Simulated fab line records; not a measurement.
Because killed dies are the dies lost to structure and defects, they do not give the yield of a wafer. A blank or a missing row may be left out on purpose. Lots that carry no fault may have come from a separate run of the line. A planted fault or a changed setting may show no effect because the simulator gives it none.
fab line records || flow rit-cmos
[record] {"lots": 15, "wafers": 45, "last-day": 7}
route steps=202 shown NSD@140 PSD@152 M1@202
lots untouched by any fault: they come from a run of this same line in which no faults occurred
start-h: hours from the record's opening day to when the first of the lot's shown wafers began || wait-h: hours since the lot's step before || " as in the row above || L1.1+2: one row covering several wafers at once || - no value, or no start was given || * or withheld: withheld || < > ~ a bound
route shown NAME@n: NAME is a module with steps in the file, n the number in the route of the first one || usual: the fault-free wafers' mean and standard deviation || same: alike in all rows || chamber/n: place in a boat || sites: the reading at each site || _std_site: standard deviation of those values || _edge_site: outer sites' mean less inner sites' || radius-mm: for every site, how far away it sits from the centre of the wafer || mask NAME#n: copy n || behind: the last tool/chamber to shape the wafer || hold: cause of the lot's hold/its duration in hours/its outcome || device: the transistor (n, p or np) that didn't switch || end of line: the same wafers' tests at the end of the route || step lacking rows: just its recipe || killed: count of dies lost to structure and defects at first sort (not the wafer's yield) || map: a wafer's dies, x killed, . not, _ none there
set.NAME: the setting that was run; set.NAME@STEP: the one run at that earlier step || model.NAME: the simulator's own value behind a step, which no gauge read
steps of the route over a sample of lots; a table a step, a row a wafer
services: when a tool's chamber went out of use (start-h, in hours from the record's first day, below 0 if earlier), for how many hours, and the reason
[[steps]]
[step RIT_NSD_STRIP_09]
[recipe] {"chemistry": "O2", "time-s": 180, "resist": "NOVOLAK", "platen-temp-c": "withheld", "power-w": 514.7, "pressure-mtorr": 4000, "o2-flow-sccm": 4000}
[usual] {"chamber-pressure-mTorr": "4000/4.2", "drypump-motor-current-A": "5.9/0.47"}
{"lot.wafer": "L509.4", "tool": "plasma-asher-02", "chamber": 1, "start-h": 49.03, "wait-h": 0.1, "chamber-pressure-mTorr": 4002, "drypump-motor-current-A": 5.7, "rf-hours-counter-h": "-"}
{"lot.wafer": "L509.5", "tool": "plasma-asher-02", "chamber": 1, "start-h": 49.03, "wait-h": 0.1, "chamber-pressure-mTorr": 4001, "drypump-motor-current-A": 5.7, "rf-hours-counter-h": "-"}
{"lot.wafer": "L509.6", "tool": "plasma-asher-02", "chamber": 0, "start-h": 49.03, "wait-h": 0.1, "chamber-pressure-mTorr": 3996, "drypump-motor-current-A": 5.8, "rf-hours-counter-h": "-"}
{"lot.wafer": "L511.4", "tool": "plasma-asher-01", "chamber": 0, "start-h": 60.94, "wait-h": 0.1, "chamber-pressure-mTorr": 3995, "drypump-motor-current-A": 5.2, "rf-hours-counter-h": "-"}
{"lot.wafer": "L511.5", "tool": "plasma-asher-01", "chamber": 1, "start-h": 60.94, "wait-h": 0.1, "chamber-pressure-mTorr": 4006, "drypump-motor-current-A": 5.8, "rf-hours-counter-h": "-"}
{"lot.wafer": "L511.6", "tool": "plasma-asher-01", "chamber": 0, "start-h": 60.94, "wait-h": 0.1, "chamber-pressure-mTorr": 3999, "drypump-motor-current-A": 5.2, "rf-hours-counter-h": "-"}
{"lot.wafer": "L513.2", "tool": "plasma-asher-01", "chamber": 0, "start-h": 67.82, "wait-h": 0.1, "chamber-pressure-mTorr": 3999, "drypump-motor-current-A": 5.2, "rf-hours-counter-h": 27}
{"lot.wafer": "L513.3", "tool": "plasma-asher-01", "chamber": 1, "start-h": 67.82, "wait-h": 0.1, "chamber-pressure-mTorr": 3995, "drypump-motor-current-A": 5.8, "rf-hours-counter-h": "-"}
{"lot.wafer": "L513.6", "tool": "plasma-asher-01", "chamber": 1, "start-h": 67.82, "wait-h": 0.1, "chamber-pressure-mTorr": 4000, "drypump-motor-current-A": 5.7, "rf-hours-counter-h": "-"}
{"lot.wafer": "L514.2", "tool": "plasma-asher-03", "chamber": 1, "start-h": 74.21, "wait-h": 0.1, "chamber-pressure-mTorr": 3992, "drypump-motor-current-A": 6.7, "rf-hours-counter-h": 43}
{"lot.wafer": "L514.4", "tool": "plasma-asher-03", "chamber": 0, "start-h": 74.21, "wait-h": 0.1, "chamber-pressure-mTorr": 3999, "drypump-motor-current-A": 6.5, "rf-hours-counter-h": "-"}
{"lot.wafer": "L514.6", "tool": "plasma-asher-03", "chamber": 1, "start-h": 74.21, "wait-h": 0.1, "chamber-pressure-mTorr": 4007, "drypump-motor-current-A": 6.7, "rf-hours-counter-h": "-"}
{"lot.wafer": "L515.3", "tool": "plasma-asher-02", "chamber": 0, "start-h": 79.46, "wait-h": 0.1, "chamber-pressure-mTorr": 4002, "drypump-motor-current-A": 5.8, "rf-hours-counter-h": "-"}
{"lot.wafer": "L515.5", "tool": "plasma-asher-02", "chamber": 1, "start-h": 79.46, "wait-h": 0.1, "chamber-pressure-mTorr": 4001, "drypump-motor-current-A": 5.7, "rf-hours-counter-h": "-"}
{"lot.wafer": "L515.6", "tool": "plasma-asher-02", "chamber": 0, "start-h": 79.46, "wait-h": 0.1, "chamber-pressure-mTorr": 4000, "drypump-motor-current-A": 5.8, "rf-hours-counter-h": "-"}
{"lot.wafer": "L516.2", "tool": "plasma-asher-02", "chamber": 0, "start-h": 85.46, "wait-h": 0.1, "chamber-pressure-mTorr": 4004, "drypump-motor-current-A": 5.8, "rf-hours-counter-h": 44}
{"lot.wafer": "L516.4", "tool": "plasma-asher-02", "chamber": 1, "start-h": 85.46, "wait-h": 0.1, "chamber-pressure-mTorr": 4006, "drypump-motor-current-A": 5.7, "rf-hours-counter-h": "-"}
{"lot.wafer": "L516.6", "tool": "plasma-asher-02", "chamber": 1, "start-h": 85.46, "wait-h": 0.1, "chamber-pressure-mTorr": 4002, "drypump-motor-current-A": 5.7, "rf-hours-counter-h": "-"}
{"lot.wafer": "L519.2", "tool": "plasma-asher-02", "chamber": 0, "start-h": 98.34, "wait-h": 0.1, "chamber-pressure-mTorr": "-", "drypump-motor-current-A": "-", "rf-hours-counter-h": "-"}
{"lot.wafer": "L519.5", "tool": "plasma-asher-02", "chamber": 1, "start-h": 98.34, "wait-h": 0.1, "chamber-pressure-mTorr": "-", "drypump-motor-current-A": "-", "rf-hours-counter-h": "-"}
{"lot.wafer": "L519.6", "tool": "plasma-asher-02", "chamber": 0, "start-h": 98.34, "wait-h": 0.1, "chamber-pressure-mTorr": "-", "drypump-motor-current-A": "-", "rf-hours-counter-h": "-"}
{"lot.wafer": "L520.1", "tool": "plasma-asher-01", "chamber": 0, "start-h": 103.95, "wait-h": 0.1, "chamber-pressure-mTorr": "-", "drypump-motor-current-A": "-", "rf-hours-counter-h": "-"}
{"lot.wafer": "L520.4", "tool": "plasma-asher-01", "chamber": 0, "start-h": 103.95, "wait-h": 0.1, "chamber-pressure-mTorr": "-", "drypump-motor-current-A": "-", "rf-hours-counter-h": "-"}
{"lot.wafer": "L520.5", "tool": "plasma-asher-01", "chamber": 0, "start-h": 103.95, "wait-h": 0.1, "chamber-pressure-mTorr": "-", "drypump-motor-current-A": "-", "rf-hours-counter-h": "-"}
{"lot.wafer": "L521.2", "tool": "plasma-asher-02", "chamber": 1, "start-h": 108.63, "wait-h": 0.1, "chamber-pressure-mTorr": "-", "drypump-motor-current-A": "-", "rf-hours-counter-h": "-"}
{"lot.wafer": "L521.3", "tool": "plasma-asher-02", "chamber": 0, "start-h": 108.63, "wait-h": 0.1, "chamber-pressure-mTorr": "-", "drypump-motor-current-A": "-", "rf-hours-counter-h": "-"}
{"lot.wafer": "L521.6", "tool": "plasma-asher-02", "chamber": 0, "start-h": 108.63, "wait-h": 0.1, "chamber-pressure-mTorr": "-", "drypump-motor-current-A": "-", "rf-hours-counter-h": "-"}
{"lot.wafer": "L522.2", "tool": "plasma-asher-01", "chamber": 0, "start-h": 115.08, "wait-h": 0.1, "chamber-pressure-mTorr": 4002, "drypump-motor-current-A": 5.2, "rf-hours-counter-h": 34}
{"lot.wafer": "L522.3", "tool": "plasma-asher-01", "chamber": 1, "start-h": 115.08, "wait-h": 0.1, "chamber-pressure-mTorr": 4001, "drypump-motor-current-A": 5.7, "rf-hours-counter-h": "-"}
{"lot.wafer": "L522.4", "tool": "plasma-asher-01", "chamber": 0, "start-h": 115.08, "wait-h": 0.1, "chamber-pressure-mTorr": 4000, "drypump-motor-current-A": 5.2, "rf-hours-counter-h": "-"}
{"lot.wafer": "L526.1", "tool": "plasma-asher-02", "chamber": 1, "start-h": 133.60, "wait-h": 0.1, "chamber-pressure-mTorr": 4002, "drypump-motor-current-A": 5.7, "rf-hours-counter-h": 2}
{"lot.wafer": "L526.3", "tool": "plasma-asher-02", "chamber": 0, "start-h": 133.60, "wait-h": 0.1, "chamber-pressure-mTorr": 3998, "drypump-motor-current-A": 5.8, "rf-hours-counter-h": "-"}
{"lot.wafer": "L526.4", "tool": "plasma-asher-02", "chamber": 1, "start-h": 133.60, "wait-h": 0.1, "chamber-pressure-mTorr": 4007, "drypump-motor-current-A": 5.7, "rf-hours-counter-h": "-"}
{"lot.wafer": "L527.1", "tool": "plasma-asher-01", "chamber": 0, "start-h": 137.67, "wait-h": 0.1, "chamber-pressure-mTorr": 3999, "drypump-motor-current-A": 5.2, "rf-hours-counter-h": 36}
{"lot.wafer": "L527.5", "tool": "plasma-asher-01", "chamber": 1, "start-h": 137.67, "wait-h": 0.1, "chamber-pressure-mTorr": 4001, "drypump-motor-current-A": 5.7, "rf-hours-counter-h": "-"}
{"lot.wafer": "L527.6", "tool": "plasma-asher-01", "chamber": 0, "start-h": 137.67, "wait-h": 0.1, "chamber-pressure-mTorr": 3995, "drypump-motor-current-A": 5.2, "rf-hours-counter-h": "-"}
{"lot.wafer": "L529.2", "tool": "plasma-asher-01", "chamber": 1, "start-h": 149.36, "wait-h": 0.1, "chamber-pressure-mTorr": 4003, "drypump-motor-current-A": 5.7, "rf-hours-counter-h": 38}
{"lot.wafer": "L529.4", "tool": "plasma-asher-01", "chamber": 1, "start-h": 149.36, "wait-h": 0.1, "chamber-pressure-mTorr": 3996, "drypump-motor-current-A": 5.7, "rf-hours-counter-h": "-"}
{"lot.wafer": "L529.5", "tool": "plasma-asher-01", "chamber": 0, "start-h": 149.36, "wait-h": 0.1, "chamber-pressure-mTorr": 4004, "drypump-motor-current-A": 5.2, "rf-hours-counter-h": "-"}
{"lot.wafer": "L530.4", "tool": "plasma-asher-03", "chamber": 1, "start-h": 154.46, "wait-h": 0.1, "chamber-pressure-mTorr": 3994, "drypump-motor-current-A": 6.7, "rf-hours-counter-h": "-"}
{"lot.wafer": "L530.5", "tool": "plasma-asher-03", "chamber": 1, "start-h": 154.46, "wait-h": 0.1, "chamber-pressure-mTorr": 3997, "drypump-motor-current-A": 6.7, "rf-hours-counter-h": "-"}
{"lot.wafer": "L530.6", "tool": "plasma-asher-03", "chamber": 0, "start-h": 154.46, "wait-h": 0.1, "chamber-pressure-mTorr": 3990, "drypump-motor-current-A": 6.4, "rf-hours-counter-h": "-"}
{"lot.wafer": "L531.1", "tool": "plasma-asher-03", "chamber": 1, "start-h": 162.60, "wait-h": 0.1, "chamber-pressure-mTorr": 3997, "drypump-motor-current-A": 6.7, "rf-hours-counter-h": 49}
{"lot.wafer": "L531.4", "tool": "plasma-asher-03", "chamber": 0, "start-h": 162.60, "wait-h": 0.1, "chamber-pressure-mTorr": 4000, "drypump-motor-current-A": 6.4, "rf-hours-counter-h": "-"}
{"lot.wafer": "L531.5", "tool": "plasma-asher-03", "chamber": 1, "start-h": 162.60, "wait-h": 0.1, "chamber-pressure-mTorr": 4001, "drypump-motor-current-A": 6.7, "rf-hours-counter-h": "-"}
[step RIT_PSD_TW_MEAS_10]
[usual] {"PSD_TW": "3380/20"}
{"lot.wafer": "L509.4", "tool": "film-metro-04", "chamber": "-", "start-h": 50.72, "wait-h": 0.1, "hold": "-", "PSD_TW": 3371}
{"lot.wafer": "L509.5", "tool": "film-metro-04", "chamber": "-", "start-h": 50.72, "wait-h": 0.1, "hold": "-", "PSD_TW": 3402}
{"lot.wafer": "L509.6", "tool": "film-metro-04", "chamber": "-", "start-h": 50.72, "wait-h": 0.1, "hold": "-", "PSD_TW": 3372}
{"lot.wafer": "L511.4", "tool": "film-metro-02", "chamber": "-", "start-h": 62.81, "wait-h": 0.1, "hold": "-", "PSD_TW": 3414}
{"lot.wafer": "L511.5", "tool": "film-metro-02", "chamber": "-", "start-h": 62.81, "wait-h": 0.1, "hold": "-", "PSD_TW": 3410}
{"lot.wafer": "L511.6", "tool": "film-metro-02", "chamber": "-", "start-h": 62.81, "wait-h": 0.1, "hold": "-", "PSD_TW": 3405}
{"lot.wafer": "L513.2", "tool": "film-metro-04", "chamber": "-", "start-h": 69.42, "wait-h": 0.1, "hold": "-", "PSD_TW": 3382}
{"lot.wafer": "L513.3", "tool": "film-metro-04", "chamber": "-", "start-h": 69.42, "wait-h": 0.1, "hold": "-", "PSD_TW": 3365}
{"lot.wafer": "L513.6", "tool": "film-metro-04", "chamber": "-", "start-h": 69.42, "wait-h": 0.1, "hold": "-", "PSD_TW": 3393}
{"lot.wafer": "L514.2", "tool": "film-metro-04", "chamber": "-", "start-h": 75.87, "wait-h": 0.1, "hold": "-", "PSD_TW": 3373}
{"lot.wafer": "L514.4", "tool": "film-metro-04", "chamber": "-", "start-h": 75.87, "wait-h": 0.1, "hold": "-", "PSD_TW": 3387}
{"lot.wafer": "L514.6", "tool": "film-metro-04", "chamber": "-", "start-h": 75.87, "wait-h": 0.1, "hold": "-", "PSD_TW": 3373}
{"lot.wafer": "L515.3", "tool": "film-metro-03", "chamber": "-", "start-h": 81.22, "wait-h": 0.1, "hold": "-", "PSD_TW": 3377}
{"lot.wafer": "L515.5", "tool": "film-metro-03", "chamber": "-", "start-h": 81.22, "wait-h": 0.1, "hold": "-", "PSD_TW": 3373}
{"lot.wafer": "L515.6", "tool": "film-metro-03", "chamber": "-", "start-h": 81.22, "wait-h": 0.1, "hold": "-", "PSD_TW": 3371}
{"lot.wafer": "L516.2", "tool": "film-metro-02", "chamber": "-", "start-h": 87.18, "wait-h": 0.1, "hold": "-", "PSD_TW": 3407}
{"lot.wafer": "L516.4", "tool": "film-metro-02", "chamber": "-", "start-h": 87.18, "wait-h": 0.1, "hold": "-", "PSD_TW": 3398}
{"lot.wafer": "L516.6", "tool": "film-metro-02", "chamber": "-", "start-h": 87.18, "wait-h": 0.1, "hold": "-", "PSD_TW": 3396}
{"lot.wafer": "L519.2", "tool": "film-metro-02", "chamber": "-", "start-h": 100.07, "wait-h": 0.1, "hold": "await-dispo/0.2h/release", "PSD_TW": 30}
{"lot.wafer": "L519.5", "tool": "film-metro-02", "chamber": "-", "start-h": 100.07, "wait-h": 0.1, "hold": "await-dispo/0.2h/release", "PSD_TW": 30}
{"lot.wafer": "L519.6", "tool": "film-metro-02", "chamber": "-", "start-h": 100.07, "wait-h": 0.1, "hold": "await-dispo/0.2h/release", "PSD_TW": 30}
{"lot.wafer": "L519.2", "tool": "film-metro-02", "chamber": "-", "start-h": 100.30, "wait-h": 0.2, "hold": "-", "PSD_TW": 30}
{"lot.wafer": "L519.5", "tool": "film-metro-02", "chamber": "-", "start-h": 100.30, "wait-h": 0.2, "hold": "-", "PSD_TW": 30}
{"lot.wafer": "L519.6", "tool": "film-metro-02", "chamber": "-", "start-h": 100.30, "wait-h": 0.2, "hold": "-", "PSD_TW": 30}
{"lot.wafer": "L520.1", "tool": "film-metro-04", "chamber": "-", "start-h": 105.55, "wait-h": 0.1, "hold": "await-dispo/0.2h/release", "PSD_TW": 29}
{"lot.wafer": "L520.4", "tool": "film-metro-04", "chamber": "-", "start-h": 105.55, "wait-h": 0.1, "hold": "await-dispo/0.2h/release", "PSD_TW": 30}
{"lot.wafer": "L520.5", "tool": "film-metro-04", "chamber": "-", "start-h": 105.55, "wait-h": 0.1, "hold": "await-dispo/0.2h/release", "PSD_TW": 30}
{"lot.wafer": "L520.1", "tool": "film-metro-04", "chamber": "-", "start-h": 105.77, "wait-h": 0.2, "hold": "-", "PSD_TW": 29}
{"lot.wafer": "L520.4", "tool": "film-metro-04", "chamber": "-", "start-h": 105.77, "wait-h": 0.2, "hold": "-", "PSD_TW": 30}
{"lot.wafer": "L520.5", "tool": "film-metro-04", "chamber": "-", "start-h": 105.77, "wait-h": 0.2, "hold": "-", "PSD_TW": 29}
{"lot.wafer": "L521.2", "tool": "film-metro-04", "chamber": "-", "start-h": 110.37, "wait-h": 0.1, "hold": "await-dispo/0.2h/release", "PSD_TW": 30}
{"lot.wafer": "L521.3", "tool": "film-metro-04", "chamber": "-", "start-h": 110.37, "wait-h": 0.1, "hold": "await-dispo/0.2h/release", "PSD_TW": 30}
{"lot.wafer": "L521.6", "tool": "film-metro-04", "chamber": "-", "start-h": 110.37, "wait-h": 0.1, "hold": "await-dispo/0.2h/release", "PSD_TW": 30}
{"lot.wafer": "L521.2", "tool": "film-metro-04", "chamber": "-", "start-h": 110.59, "wait-h": 0.2, "hold": "-", "PSD_TW": 30}
{"lot.wafer": "L521.3", "tool": "film-metro-04", "chamber": "-", "start-h": 110.59, "wait-h": 0.2, "hold": "-", "PSD_TW": 30}
{"lot.wafer": "L521.6", "tool": "film-metro-04", "chamber": "-", "start-h": 110.59, "wait-h": 0.2, "hold": "-", "PSD_TW": 29}
{"lot.wafer": "L522.2", "tool": "film-metro-02", "chamber": "-", "start-h": 116.94, "wait-h": 0.1, "hold": "-", "PSD_TW": 3398}
{"lot.wafer": "L522.3", "tool": "film-metro-02", "chamber": "-", "start-h": 116.94, "wait-h": 0.1, "hold": "-", "PSD_TW": 3375}
{"lot.wafer": "L522.4", "tool": "film-metro-02", "chamber": "-", "start-h": 116.94, "wait-h": 0.1, "hold": "-", "PSD_TW": 3388}
{"lot.wafer": "L526.1", "tool": "film-metro-04", "chamber": "-", "start-h": 135.22, "wait-h": 0.1, "hold": "-", "PSD_TW": 3351}
{"lot.wafer": "L526.3", "tool": "film-metro-04", "chamber": "-", "start-h": 135.22, "wait-h": 0.1, "hold": "-", "PSD_TW": 3360}
{"lot.wafer": "L526.4", "tool": "film-metro-04", "chamber": "-", "start-h": 135.22, "wait-h": 0.1, "hold": "-", "PSD_TW": 3370}
{"lot.wafer": "L527.1", "tool": "film-metro-03", "chamber": "-", "start-h": 139.27, "wait-h": 0.1, "hold": "-", "PSD_TW": 3377}
{"lot.wafer": "L527.5", "tool": "film-metro-03", "chamber": "-", "start-h": 139.27, "wait-h": 0.1, "hold": "-", "PSD_TW": 3363}
{"lot.wafer": "L527.6", "tool": "film-metro-03", "chamber": "-", "start-h": 139.27, "wait-h": 0.1, "hold": "-", "PSD_TW": 3355}
{"lot.wafer": "L529.2", "tool": "film-metro-03", "chamber": "-", "start-h": 151.09, "wait-h": 0.1, "hold": "-", "PSD_TW": 3352}
{"lot.wafer": "L529.4", "tool": "film-metro-03", "chamber": "-", "start-h": 151.09, "wait-h": 0.1, "hold": "-", "PSD_TW": 3359}
{"lot.wafer": "L529.5", "tool": "film-metro-03", "chamber": "-", "start-h": 151.09, "wait-h": 0.1, "hold": "-", "PSD_TW": 3372}
{"lot.wafer": "L530.4", "tool": "film-metro-02", "chamber": "-", "start-h": 156.15, "wait-h": 0.1, "hold": "-", "PSD_TW": 3416}
{"lot.wafer": "L530.5", "tool": "film-metro-02", "chamber": "-", "start-h": 156.15, "wait-h": 0.1, "hold": "-", "PSD_TW": 3396}
{"lot.wafer": "L530.6", "tool": "film-metro-02", "chamber": "-", "start-h": 156.15, "wait-h": 0.1, "hold": "-", "PSD_TW": 3399}
{"lot.wafer": "L531.1", "tool": "film-metro-03", "chamber": "-", "start-h": 164.20, "wait-h": 0.1, "hold": "-", "PSD_TW": 3366}
{"lot.wafer": "L531.4", "tool": "film-metro-03", "chamber": "-", "start-h": 164.20, "wait-h": 0.1, "hold": "-", "PSD_TW": 3343}
{"lot.wafer": "L531.5", "tool": "film-metro-03", "chamber": "-", "start-h": 164.20, "wait-h": 0.1, "hold": "-", "PSD_TW": 3382}
[step RIT_M1_PROBE_99]
[usual] {"defect-limited-yield": "97.3/1.2", "killed_at_M0_to_M3": "0.0/0.16", "killed-at-contacts": "0.0/0.18", "killed-at-front-end": "7/3.1", "killed-dies": "7/3.1", "killed-open": "3.5/2.1", "killed-short": "3.5/2", "sort_bin_3_pad_short": "0.1/0.2", "sort_bin_5_function": "1.5/0.85", "sort_bin_6_memory": "1.0/0.68", "sort-n-pass": "257/3.1", "sort-yield-pct": "97.3/1.2"}
[same] {"gross-dies": 264, "killed_at_M4_up": 0, "killed-at-back-side": 0, "killed-at-other": 0}
{"lot.wafer": "L516.2", "tool": "prober-02", "chamber": "-", "start-h": 95.31, "wait-h": 0.1, "defect-limited-yield[%]": 97.0, "killed_at_M0_to_M3": 0, "killed-at-contacts": 0, "killed-at-front-end": 8, "killed-dies": 8, "killed-open": 2, "killed-short": 6, "sort_bin_3_pad_short[%]": 0, "sort_bin_5_function[%]": 0.8, "sort_bin_6_memory[%]": 2.3, "sort-n-pass": 256, "sort-yield-pct[%]": 97.0}
{"lot.wafer": "L516.4", "tool": "prober-02", "chamber": "-", "start-h": 95.41, "wait-h": 0.2, "defect-limited-yield[%]": 98.1, "killed_at_M0_to_M3": 0, "killed-at-contacts": 0, "killed-at-front-end": 5, "killed-dies": 5, "killed-open": 2, "killed-short": 3, "sort_bin_3_pad_short[%]": 0, "sort_bin_5_function[%]": 1.5, "sort_bin_6_memory[%]": 0.4, "sort-n-pass": 259, "sort-yield-pct[%]": 98.1}
{"lot.wafer": "L516.6", "tool": "prober-02", "chamber": "-", "start-h": 95.51, "wait-h": 0.2, "defect-limited-yield[%]": 98.9, "killed_at_M0_to_M3": 0, "killed-at-contacts": 0, "killed-at-front-end": 3, "killed-dies": 3, "killed-open": 0, "killed-short": 3, "sort_bin_3_pad_short[%]": 0, "sort_bin_5_function[%]": 1.1, "sort_bin_6_memory[%]": 0, "sort-n-pass": 261, "sort-yield-pct[%]": 98.9}
{"lot.wafer": "L522.2", "tool": "prober-02", "chamber": "-", "start-h": 124.82, "wait-h": 0.1, "defect-limited-yield[%]": 97.7, "killed_at_M0_to_M3": 0, "killed-at-contacts": 0, "killed-at-front-end": 6, "killed-dies": 6, "killed-open": 2, "killed-short": 4, "sort_bin_3_pad_short[%]": 0, "sort_bin_5_function[%]": 1.9, "sort_bin_6_memory[%]": 0.4, "sort-n-pass": 258, "sort-yield-pct[%]": 97.7}
{"lot.wafer": "L522.3", "tool": "prober-02", "chamber": "-", "start-h": 124.87, "wait-h": 0.2, "defect-limited-yield[%]": 96.6, "killed_at_M0_to_M3": 0, "killed-at-contacts": 0, "killed-at-front-end": 9, "killed-dies": 9, "killed-open": 7, "killed-short": 2, "sort_bin_3_pad_short[%]": 0.4, "sort_bin_5_function[%]": 1.1, "sort_bin_6_memory[%]": 1.9, "sort-n-pass": 255, "sort-yield-pct[%]": 96.6}
{"lot.wafer": "L522.4", "tool": "prober-02", "chamber": "-", "start-h": 124.92, "wait-h": 0.2, "defect-limited-yield[%]": 96.6, "killed_at_M0_to_M3": 0, "killed-at-contacts": 0, "killed-at-front-end": 9, "killed-dies": 9, "killed-open": 4, "killed-short": 5, "sort_bin_3_pad_short[%]": 0, "sort_bin_5_function[%]": 1.9, "sort_bin_6_memory[%]": 1.5, "sort-n-pass": 255, "sort-yield-pct[%]": 96.6}
{"lot.wafer": "L527.1", "tool": "prober-01", "chamber": "-", "start-h": 147.21, "wait-h": 0.1, "defect-limited-yield[%]": 93.9, "killed_at_M0_to_M3": 0, "killed-at-contacts": 0, "killed-at-front-end": 16, "killed-dies": 16, "killed-open": 8, "killed-short": 8, "sort_bin_3_pad_short[%]": 0.4, "sort_bin_5_function[%]": 3.8, "sort_bin_6_memory[%]": 1.9, "sort-n-pass": 248, "sort-yield-pct[%]": 93.9}
{"lot.wafer": "L527.5", "tool": "prober-01", "chamber": "-", "start-h": 147.41, "wait-h": 0.2, "defect-limited-yield[%]": 97.3, "killed_at_M0_to_M3": 0, "killed-at-contacts": 0, "killed-at-front-end": 7, "killed-dies": 7, "killed-open": 5, "killed-short": 2, "sort_bin_3_pad_short[%]": 0, "sort_bin_5_function[%]": 1.5, "sort_bin_6_memory[%]": 1.1, "sort-n-pass": 257, "sort-yield-pct[%]": 97.3}
{"lot.wafer": "L527.6", "tool": "prober-01", "chamber": "-", "start-h": 147.46, "wait-h": 0.2, "defect-limited-yield[%]": 97.0, "killed_at_M0_to_M3": 0, "killed-at-contacts": 0, "killed-at-front-end": 8, "killed-dies": 8, "killed-open": 3, "killed-short": 5, "sort_bin_3_pad_short[%]": 0, "sort_bin_5_function[%]": 1.1, "sort_bin_6_memory[%]": 1.9, "sort-n-pass": 256, "sort-yield-pct[%]": 97.0}
{"lot.wafer": "L529.2", "tool": "prober-01", "chamber": "-", "start-h": 160.00, "wait-h": 0.1, "defect-limited-yield[%]": 96.2, "killed_at_M0_to_M3": 0, "killed-at-contacts": 0, "killed-at-front-end": 10, "killed-dies": 10, "killed-open": 7, "killed-short": 3, "sort_bin_3_pad_short[%]": 0, "sort_bin_5_function[%]": 2.3, "sort_bin_6_memory[%]": 1.5, "sort-n-pass": 254, "sort-yield-pct[%]": 96.2}
{"lot.wafer": "L529.4", "tool": "prober-01", "chamber": "-", "start-h": 160.10, "wait-h": 0.2, "defect-limited-yield[%]": 96.6, "killed_at_M0_to_M3": 0, "killed-at-contacts": 0, "killed-at-front-end": 9, "killed-dies": 9, "killed-open": 5, "killed-short": 4, "sort_bin_3_pad_short[%]": 0, "sort_bin_5_function[%]": 2.7, "sort_bin_6_memory[%]": 0.8, "sort-n-pass": 255, "sort-yield-pct[%]": 96.6}
{"lot.wafer": "L529.5", "tool": "prober-01", "chamber": "-", "start-h": 160.15, "wait-h": 0.2, "defect-limited-yield[%]": 97.0, "killed_at_M0_to_M3": 0, "killed-at-contacts": 0, "killed-at-front-end": 8, "killed-dies": 8, "killed-open": 3, "killed-short": 5, "sort_bin_3_pad_short[%]": 0.4, "sort_bin_5_function[%]": 2.7, "sort_bin_6_memory[%]": 0, "sort-n-pass": 256, "sort-yield-pct[%]": 97.0}
// killed by level:class
L516.2 GATE:geometric-particle:short=4 GATE:geometric-particle:open=1 REOX:geometric-particle:open=1 REOX:geometric-particle:short=1 SILICIDE:geometric-particle:short=1
L516.4 GATE:geometric-particle:short=3 GATE:geometric-particle:open=1 REOX:geometric-particle:open=1
L516.6 FOX1:geometric-particle:short=2 REOX:geometric-particle:short=1
L522.2 SILICIDE:geometric-particle:short=2 FOX2:geometric-particle:short=1 FOX2:geometric-particle:open=1 SPACER:geometric-particle:short=1 SPACER:geometric-particle:open=1
L522.3 SILICIDE:geometric-particle:open=5 GATE:geometric-particle:open=2 GATE:geometric-particle:short=2
L522.4 FOX2:geometric-particle:short=2 GATE:geometric-particle:short=2 FOX1:geometric-particle:open=1 FOX1:geometric-particle:short=1 GATE:geometric-particle:open=1 REOX:geometric-particle:open=1 SILICIDE:geometric-particle:open=1
L527.1 FOX2:geometric-particle:short=3 REOX:geometric-particle:open=3 FOX1:geometric-particle:short=2 GATE:geometric-particle:open=2 REOX:geometric-particle:short=2 FOX2:geometric-particle:open=1 GATE:geometric-particle:short=1 SPACER:geometric-particle:open=1
L527.5 GATE:geometric-particle:open=2 SILICIDE:geometric-particle:open=2 FOX1:geometric-particle:short=1 SPACER:geometric-particle:open=1 SILICIDE:geometric-particle:short=1
L527.6 SPACER:geometric-particle:short=2 FOX1:geometric-particle:open=1 FOX1:geometric-particle:short=1 REOX:geometric-particle:short=1 SPACER:geometric-particle:open=1 SILICIDE:geometric-particle:open=1 SILICIDE:geometric-particle:short=1
L529.2 FOX2:geometric-particle:open=3 GATE:geometric-particle:open=2 FOX1:geometric-particle:short=1 FOX2:geometric-particle:short=1 GATE:geometric-particle:short=1 REOX:geometric-particle:open=1 SPACER:geometric-particle:open=1
L529.4 GATE:geometric-particle:open=3 GATE:geometric-particle:short=3 FOX1:geometric-particle:short=1 FOX2:geometric-particle:open=1 SILICIDE:geometric-particle:open=1
L529.5 FOX1:geometric-particle:short=2 GATE:geometric-particle:open=2 GATE:geometric-particle:short=2 FOX1:geometric-particle:open=1 SPACER:geometric-particle:short=1
[[services]]
{"tool": "plasma-asher-02", "chamber": "-", "start-h": 27.74, "hours": 2.8, "kind": "pm"}
{"tool": "plasma-asher-02", "chamber": "-", "start-h": 91.14, "hours": 0.5, "kind": "repair"}
{"tool": "plasma-asher-03", "chamber": "-", "start-h": 93.48, "hours": 28.1, "kind": "pm"}
{"tool": "plasma-asher-02", "chamber": "-", "start-h": 104.86, "hours": 3.3, "kind": "repair"}
{"tool": "plasma-asher-02", "chamber": "-", "start-h": 105.39, "hours": 0.4, "kind": "repair"}
{"tool": "plasma-asher-02", "chamber": "-", "start-h": 108.81, "hours": 9.0, "kind": "pm"}
{"tool": "plasma-asher-02", "chamber": 0, "start-h": 108.81, "hours": 9.0, "kind": "vent-cycle"}
{"tool": "plasma-asher-02", "chamber": 1, "start-h": 108.81, "hours": 9.0, "kind": "vent-cycle"}
{"tool": "plasma-asher-02", "chamber": 0, "start-h": 117.81, "hours": "-", "kind": "clean"}
{"tool": "plasma-asher-02", "chamber": 1, "start-h": 117.81, "hours": "-", "kind": "clean"}
{"tool": "plasma-asher-03", "chamber": "-", "start-h": 144.28, "hours": 5.9, "kind": "repair"}
[[key]]
[first-sign] {"step": "RIT_NSD_STRIP_09", "reading": "tool-record", "direction": "missing"}
[effect] {"step": "RIT_PSD_TW_MEAS_10", "reading": "visit", "direction": "added"}
[effect] {"step": "RIT_PSD_TW_MEAS_10", "reading": "PSD_TW", "direction": "down", "sigmas": "99+", "usual": 3380, "struck": 30}
met-at RIT_NSD_STRIP_09
struck-lots L519,L520,L521
scrapped-behind RIT_PSD_TW_MEAS_10 L519.2,L519.5,L519.6,L520.1,L520.4,L520.5,L521.2,L521.3,L521.6
onset-between 85.46 98.34
[fault] {"kind": "skipped-step-whole", "tool": "plasma-asher-01,plasma-asher-02", "chamber": "-", "onset-h": 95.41, "steps": "RIT_NSD_STRIP_09", "scope": "struck-lots-only"}
